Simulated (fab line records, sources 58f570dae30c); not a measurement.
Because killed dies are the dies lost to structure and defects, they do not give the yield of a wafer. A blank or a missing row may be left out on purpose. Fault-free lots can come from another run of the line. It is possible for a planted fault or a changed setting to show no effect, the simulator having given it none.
fab line records -- flow berkeley_cmos170
record: lots: 15, wafers: 45, last_day: 11
route steps=331 shown PWELL@50 ACTIVE@69 GATE@135 M2@287
lots that met no fault: from a run of the same line without faults
start_h: start of the lot's first displayed wafer, in hours after the record's first day -- wait_h: hours from the lot's prior step to this one -- " same as the row above -- L1.1+2: several wafers, shown together as one row -- - value missing, or start not given -- * or withheld: withheld -- < > ~ a bound
route shown NAME@n: a module of which the file shows steps, and the number in the route of the first -- usual: mean/standard deviation taken from wafers without a fault -- same: alike in all rows -- chamber/n: place in a boat -- sites: readings site by site -- _std_site: the standard deviation of these -- _edge_site: inner sites' mean taken away from outer sites' mean -- radius_mm: for every site, how far away it sits from the centre of the wafer -- mask NAME#n: copy n -- behind: tool/chamber where the wafer was last shaped -- hold: reason for holding the lot/hours on hold/outcome of the hold -- device: the transistor (n, p or np) that didn't switch -- end of line: at the end of the route, the tests of the same wafers -- a step given without rows: its recipe and nothing more -- killed: the dies lost at the first sort to structure and to defects; this is not the yield of the wafer -- map: a wafer's dies, marking killed ones x, the rest . and places with no die _
set.NAME: the setting that was run; set.NAME@STEP: the one run at that earlier step -- model.NAME: the simulator's own value behind a step, which no gauge read
one table for each step of the route and one row for each wafer, over a sample of lots
services: when a tool's chamber went out of use (start_h, in hours from the record's first day, below 0 if earlier), for how many hours, and the reason
== steps ==
step: UCB170_PWELL_STRIP_16
recipe: chemistry: O2, power_w: 400, pressure_mtorr: 3500, platen_temp_c: withheld, o2_flow_sccm: 400, overash_fraction: 0.5
usual: drypump_motor_current_A: 5.6/0.53, oes_product_au: 0.721/0.0042, strip_time_to_endpoint_s: 18.05/0.089
same: overash_fraction: 0.5
lot.wafer,tool,chamber,start_h,wait_h,drypump_motor_current_A,oes_product_au,rf_hours_counter_h,strip_time_to_endpoint_s
L942.2,plasma_asher-03,0,45.23,0.1,6.3,0.721,24,18.08
L942.4,plasma_asher-03,0,45.23,0.1,6.3,0.726,-,18.20
L942.6,plasma_asher-03,0,45.23,0.1,6.3,0.718,-,18.06
L943.1,plasma_asher-02,0,55.05,0.1,6.4,0.711,37,18.03
L943.4,plasma_asher-02,1,55.05,0.1,4.9,0.725,-,18.08
L943.5,plasma_asher-02,1,55.05,0.1,4.9,0.727,-,18.06
L944.3,plasma_asher-02,0,63.40,0.1,6.3,0.726,-,18.11
L944.4,plasma_asher-02,1,63.40,0.1,4.9,0.726,-,18.17
L944.5,plasma_asher-02,0,63.40,0.1,6.4,0.721,-,18.12
L945.3,plasma_asher-04,1,65.61,0.1,5.7,0.716,-,18.05
L945.4,plasma_asher-04,0,65.61,0.1,5.3,0.721,-,18.03
L945.5,plasma_asher-04,0,65.61,0.1,5.3,0.720,-,18.03
L946.2,plasma_asher-03,0,70.86,0.1,6.3,0.718,27,17.98
L946.4,plasma_asher-03,0,70.86,0.1,6.3,0.717,-,18.07
L946.5,plasma_asher-03,0,70.86,0.1,6.3,0.722,-,18.02
L947.1,plasma_asher-04,1,77.02,0.1,5.7,0.716,35,18.04
L947.2,plasma_asher-04,0,77.02,0.1,5.3,0.722,35,17.95
L947.4,plasma_asher-04,0,77.02,0.1,5.3,0.724,-,18.02
L949.2,plasma_asher-02,1,86.02,0.1,4.9,0.726,40,18.19
L949.4,plasma_asher-02,1,86.02,0.1,5.0,0.716,-,18.17
L949.5,plasma_asher-02,1,86.02,0.1,4.9,0.723,-,18.14
L954.3,plasma_asher-03,1,104.87,0.1,5.2,0.727,-,18.09
L954.5,plasma_asher-03,1,104.87,0.1,5.2,0.721,-,18.14
L954.6,plasma_asher-03,0,104.87,0.1,6.3,0.725,-,18.10
L956.4,plasma_asher-03,1,117.92,0.1,5.1,0.722,-,17.93
L956.5,plasma_asher-03,0,117.92,0.1,6.4,0.719,-,17.91
L956.6,plasma_asher-03,1,117.92,0.1,5.2,0.722,-,17.95
L958.4,plasma_asher-04,1,127.02,0.1,5.7,0.729,-,17.88
L958.5,plasma_asher-04,0,127.02,0.1,5.3,0.724,-,17.90
L958.6,plasma_asher-04,1,127.02,0.1,5.7,0.717,-,18.00
L961.1,plasma_asher-03,0,144.08,0.1,6.3,0.721,37,18.14
L961.4,plasma_asher-03,0,144.08,0.1,6.3,0.716,-,18.07
L961.5,plasma_asher-03,0,144.08,0.1,6.3,0.721,-,18.12
L962.2,plasma_asher-02,1,144.11,0.1,5.0,0.719,50,18.10
L962.4,plasma_asher-02,1,144.11,0.1,4.9,0.715,-,18.04
L962.5,plasma_asher-02,0,144.11,0.1,6.3,0.725,-,18.09
L963.2,plasma_asher-02,0,151.05,0.1,6.4,0.714,51,18.01
L963.4,plasma_asher-02,1,151.05,0.1,5.0,0.718,-,18.08
L963.6,plasma_asher-02,1,151.05,0.1,5.0,0.725,-,18.03
L964.3,plasma_asher-04,1,152.98,0.1,5.7,0.726,-,17.96
L964.4,plasma_asher-04,0,152.98,0.1,5.4,0.720,-,17.99
L964.6,plasma_asher-04,1,152.98,0.1,5.7,0.717,-,17.95
L965.1,plasma_asher-02,1,157.40,0.1,4.9,0.722,52,17.88
L965.2,plasma_asher-02,0,157.40,0.1,6.4,0.723,52,17.95
L965.5,plasma_asher-02,0,157.40,0.1,6.4,0.715,-,17.96
step: UCB170_ACTIVE_SOFTBAKE_09
recipe: resist: KrF, temp_c: 130, time_s: 60.94
usual: chill_plate_temp_C: 22.99/0.11, plate_sensor_t_centre_C: 131.41/0.01, plate_sensor_t_edge_C: 131.53/0.01, softbake_temp_c: 130.01/0.14
lot.wafer,tool,chamber,start_h,wait_h,chill_plate_temp_C,plate_sensor_t_centre_C,plate_sensor_t_edge_C,softbake_temp_c
L942.2,litho_track-02,0,71.98,0.1,23.12,131.41,131.52,130.07
L942.4,litho_track-02,0,71.98,0.1,23.03,131.39,131.53,130.02
L942.6,litho_track-02,0,71.98,0.1,23.08,131.42,131.54,130.10
L943.1,litho_track-04,0,82.68,0.1,23.05,131.43,131.53,130.07
L943.4,litho_track-04,0,82.68,0.1,23.02,131.4,131.54,130.38
L943.5,litho_track-04,0,82.68,0.1,22.88,131.42,131.53,129.98
L945.3,litho_track-02,0,93.28,0.1,23.01,131.4,131.52,129.89
L945.4,litho_track-02,0,93.28,0.1,22.99,131.41,131.54,129.86
L945.5,litho_track-02,0,93.28,0.1,22.97,131.41,131.52,130.10
L944.3,litho_track-03,0,93.51,0.1,23.13,131.39,131.52,130.21
L944.4,litho_track-03,0,93.51,0.1,23.03,131.41,131.52,130.33
L944.5,litho_track-03,0,93.51,0.1,22.94,131.39,131.55,130.23
L947.1,litho_track-02,0,99.09,0.1,23.06,131.41,131.56,130.27
L947.2,litho_track-02,0,99.09,0.1,22.87,131.4,131.52,129.99
L947.4,litho_track-02,0,99.09,0.1,23.05,131.41,131.53,130.00
L946.2,litho_track-03,0,99.13,0.1,22.75,131.39,131.53,130.04
L946.4,litho_track-03,0,99.13,0.1,22.86,131.41,131.55,129.98
L946.5,litho_track-03,0,99.13,0.1,22.86,131.42,131.54,130.07
L949.2,litho_track-04,0,109.10,0.1,23.14,131.42,131.51,129.97
L949.4,litho_track-04,0,109.10,0.1,22.90,131.42,131.54,129.91
L949.5,litho_track-04,0,109.10,0.1,23.05,131.4,131.53,129.88
L954.3,litho_track-03,0,126.28,0.1,23.01,131.41,131.54,130.15
L954.5,litho_track-03,0,126.28,0.1,22.87,131.39,131.53,130.19
L954.6,litho_track-03,0,126.28,0.1,22.88,131.41,131.51,130.34
L956.4,litho_track-03,0,144.91,0.1,22.96,131.41,131.52,130.04
L956.5,litho_track-03,0,144.91,0.1,22.84,131.4,131.53,130.01
L956.6,litho_track-03,0,144.91,0.1,23.27,131.41,131.55,130.18
L958.4,litho_track-02,0,153.08,0.1,22.95,131.39,131.53,130.00
L958.5,litho_track-02,0,153.08,0.1,22.93,131.42,131.53,130.15
L958.6,litho_track-02,0,153.08,0.1,22.99,131.4,131.54,129.90
L961.1,litho_track-04,0,173.40,0.1,22.73,131.41,131.54,130.00
L961.4,litho_track-04,0,173.40,0.1,22.76,131.4,131.52,129.90
L961.5,litho_track-04,0,173.40,0.1,22.84,131.41,131.55,130.03
L962.2,litho_track-04,0,173.87,0.1,22.96,131.42,131.54,129.67
L962.4,litho_track-04,0,173.87,0.1,23.14,131.43,131.52,129.84
L962.5,litho_track-04,0,173.87,0.1,23.17,131.4,131.53,129.73
L963.2,litho_track-04,0,179.30,0.1,22.98,131.41,131.53,129.90
L963.4,litho_track-04,0,179.30,0.1,23.09,131.42,131.55,129.99
L963.6,litho_track-04,0,179.30,0.1,23.05,131.4,131.52,129.95
L965.1,litho_track-02,0,183.03,0.1,22.94,131.4,131.52,129.92
L965.2,litho_track-02,0,183.03,0.1,23.20,131.4,131.53,129.81
L965.5,litho_track-02,0,183.03,0.1,22.99,131.4,131.52,130.06
L964.3,litho_track-04,0,183.34,0.1,23.09,131.41,131.53,129.74
L964.4,litho_track-04,0,183.34,0.1,23.04,131.41,131.53,129.83
L964.6,litho_track-04,0,183.34,0.1,23.11,131.38,131.52,129.85
step: UCB170_GATE_EXPOSE_09
recipe: mask_id: POLY, target_cd_nm: 350, na: 0.5, sigma_outer: 0.6, source_shape: conventional, dose_mj: 21
usual: exposure_dose_mJ_cm2: 20.756/0.021, focus_offset_nm: 0.0/0.54
lot.wafer,tool,chamber,start_h,wait_h,mask,exposure_dose_mJ_cm2,focus_offset_nm
L942.2,krf_scanner-01,0,111.07,-,POLY#0,20.766,0.5
L942.4,krf_scanner-01,0,111.07,-,POLY#0,20.752,0.1
L942.6,krf_scanner-01,0,111.07,-,POLY#0,20.777,-0.2
L943.1,krf_scanner-01,0,121.62,-,POLY#0,20.764,0.3
L943.4,krf_scanner-01,0,121.62,-,POLY#0,20.801,0.0
L943.5,krf_scanner-01,0,121.62,-,POLY#0,20.772,0.7
L944.3,krf_scanner-01,0,134.17,-,POLY#0,20.775,-0.2
L944.4,krf_scanner-01,0,134.17,-,POLY#0,20.748,0.0
L944.5,krf_scanner-01,0,134.17,-,POLY#0,20.736,-0.6
L945.3,krf_scanner-02,0,134.74,-,POLY#0,20.752,1.2
L945.4,krf_scanner-02,0,134.74,-,POLY#0,20.766,0.1
L945.5,krf_scanner-02,0,134.74,-,POLY#0,20.745,0.7
L946.2,krf_scanner-01,-,137.09,-,POLY#0,-,-
L946.4,krf_scanner-01,-,137.09,-,POLY#0,-,-
L946.5,krf_scanner-01,-,137.09,-,POLY#0,-,-
L947.1,krf_scanner-01,-,137.19,-,POLY#0,-,-
L947.2,krf_scanner-01,-,137.19,-,POLY#0,-,-
L947.4,krf_scanner-01,-,137.19,-,POLY#0,-,-
L949.2,krf_scanner-02,-,146.00,-,POLY#0,-,-
L949.4,krf_scanner-02,-,146.00,-,POLY#0,-,-
L949.5,krf_scanner-02,-,146.00,-,POLY#0,-,-
L954.3,krf_scanner-01,0,169.83,-,POLY#0,20.779,-0.3
L954.5,krf_scanner-01,0,169.83,-,POLY#0,20.766,-0.4
L954.6,krf_scanner-01,0,169.83,-,POLY#0,20.761,-0.1
L956.4,krf_scanner-01,0,186.89,-,POLY#0,20.754,-0.8
L956.5,krf_scanner-01,0,186.89,-,POLY#0,20.728,-0.3
L956.6,krf_scanner-01,0,186.89,-,POLY#0,20.745,-0.2
L958.4,krf_scanner-02,0,199.06,-,POLY#0,20.768,-0.4
L958.5,krf_scanner-02,0,199.06,-,POLY#0,20.759,-0.3
L958.6,krf_scanner-02,0,199.06,-,POLY#0,20.748,-1.1
L961.1,krf_scanner-02,0,218.59,-,POLY#0,20.784,0.2
L961.4,krf_scanner-02,0,218.59,-,POLY#0,20.760,-0.1
L961.5,krf_scanner-02,0,218.59,-,POLY#0,20.766,0.6
L962.2,krf_scanner-01,0,218.85,-,POLY#0,20.761,0.1
L962.4,krf_scanner-01,0,218.85,-,POLY#0,20.736,-0.3
L962.5,krf_scanner-01,0,218.85,-,POLY#0,20.758,-0.3
L963.2,krf_scanner-01,0,225.62,-,POLY#0,20.710,0.0
L963.4,krf_scanner-01,0,225.62,-,POLY#0,20.727,0.4
L963.6,krf_scanner-01,0,225.62,-,POLY#0,20.722,-0.3
L964.3,krf_scanner-01,0,230.64,-,POLY#0,20.762,0.6
L964.4,krf_scanner-01,0,230.64,-,POLY#0,20.776,0.2
L964.6,krf_scanner-01,0,230.64,-,POLY#0,20.777,0.0
L965.1,krf_scanner-02,0,230.84,-,POLY#0,20.735,-1.3
L965.2,krf_scanner-02,0,230.84,-,POLY#0,20.732,-0.5
L965.5,krf_scanner-02,0,230.84,-,POLY#0,20.754,-0.5
step: UCB170_M2_OVL_MEAS_16
usual: M2_OVL: -1/6.1
lot.wafer,tool,chamber,start_h,wait_h,M2_OVL[nm]
L942.2,overlay-02,-,143.05,0.1,15
L942.4,overlay-02,-,143.05,0.1,6
L942.6,overlay-02,-,143.05,0.1,0
L943.1,overlay-02,-,158.46,0.1,-4
L943.4,overlay-02,-,158.46,0.1,-8
L943.5,overlay-02,-,158.46,0.1,-10
L945.3,overlay-02,-,171.95,0.1,5
L945.4,overlay-02,-,171.95,0.1,1
L945.5,overlay-02,-,171.95,0.1,2
L944.3,overlay-02,-,172.30,0.1,-2
L944.4,overlay-02,-,172.30,0.1,2
L944.5,overlay-02,-,172.30,0.1,2
L954.3,overlay-01,-,202.27,0.1,-10
L954.5,overlay-01,-,202.27,0.1,-8
L954.6,overlay-01,-,202.27,0.1,-3
L956.4,overlay-02,-,222.16,0.1,-5
L956.5,overlay-02,-,222.16,0.1,-2
L956.6,overlay-02,-,222.16,0.1,-13
L958.4,overlay-01,-,238.48,0.1,1
L958.5,overlay-01,-,238.48,0.1,4
L958.6,overlay-01,-,238.48,0.1,0
L963.2,overlay-02,-,255.22,0.1,-11
L963.4,overlay-02,-,255.22,0.1,-4
L963.6,overlay-02,-,255.22,0.1,-8
L961.1,overlay-01,-,255.49,0.1,9
L961.4,overlay-01,-,255.49,0.1,1
L961.5,overlay-01,-,255.49,0.1,1
L962.2,overlay-02,-,255.75,0.1,-5
L962.4,overlay-02,-,255.75,0.1,-2
L962.5,overlay-02,-,255.75,0.1,-12
L964.3,overlay-02,-,262.12,0.1,6
L964.4,overlay-02,-,262.12,0.1,6
L964.6,overlay-02,-,262.12,0.1,5
L965.1,overlay-02,-,262.24,0.1,0
L965.2,overlay-02,-,262.24,0.1,15
L965.5,overlay-02,-,262.24,0.1,-3
== services ==
tool,chamber,start_h,hours,kind
plasma_asher-02,-,30.15,1.5,repair
krf_scanner-01,0,48.46,-,calibration
krf_scanner-01,-,60.64,1.3,pm
krf_scanner-02,-,60.98,1.8,repair
krf_scanner-02,0,64.88,-,calibration
krf_scanner-02,-,71.10,8.7,repair
krf_scanner-02,-,79.77,1.0,pm
krf_scanner-01,-,88.05,0.5,repair
plasma_asher-04,-,106.81,3.8,repair
plasma_asher-04,-,110.62,9.0,pm
plasma_asher-04,0,110.62,9.0,vent_cycle
plasma_asher-04,1,110.62,9.0,vent_cycle
krf_scanner-02,-,116.47,4.0,pm
krf_scanner-02,-,141.03,1.3,pm
plasma_asher-03,-,149.72,6.0,repair
krf_scanner-02,-,151.85,0.8,pm
krf_scanner-01,-,155.25,4.4,pm
plasma_asher-02,-,167.53,0.4,repair
krf_scanner-01,-,189.93,1.0,pm
plasma_asher-02,-,191.46,2.1,repair
krf_scanner-02,-,192.49,1.0,repair
krf_scanner-02,-,206.76,3.6,pm
krf_scanner-01,0,214.46,-,calibration
krf_scanner-02,0,224.21,-,calibration
== key ==
first_sign: step: UCB170_GATE_EXPOSE_09, reading: tool_record, direction: missing
effect none on later readings
met_at UCB170_GATE_EXPOSE_09
struck_lots L946,L947,L949
later_rows_left_out L946.2,L946.4,L946.5,L947.1,L947.2,L947.4,L949.2,L949.4,L949.5
sort_left_out L946.2,L946.4,L946.5,L947.1,L947.2,L947.4,L949.2,L949.4,L949.5
tester_left_out L946,L947,L949
not_acting_at UCB170_PWELL_STRIP_16,UCB170_ACTIVE_SOFTBAKE_09,UCB170_M2_OVL_MEAS_16
onset_between 134.74 137.09
fault: kind: skipped_step_whole, tool: krf_scanner-01,krf_scanner-02, chamber: -, onset_h: 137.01, steps: UCB170_GATE_EXPOSE_09, scope: struck_lots_only
tester_left_out: of these lots the tester's yield and bins aren't shown, on N5 and GAA mostly nor the transistor test; their killed dies are dies lost to structure and defects alone, not to doping, threshold or leakage, so they don't give the yield
sort_left_out: the simulated sort isn't trusted on such a fault, so these wafers' sort isn't shown, and their yield isn't known
later_rows_left_out: the simulator's readings of these wafers behind a module that went badly wrong aren't trusted and aren't shown, but for the sort
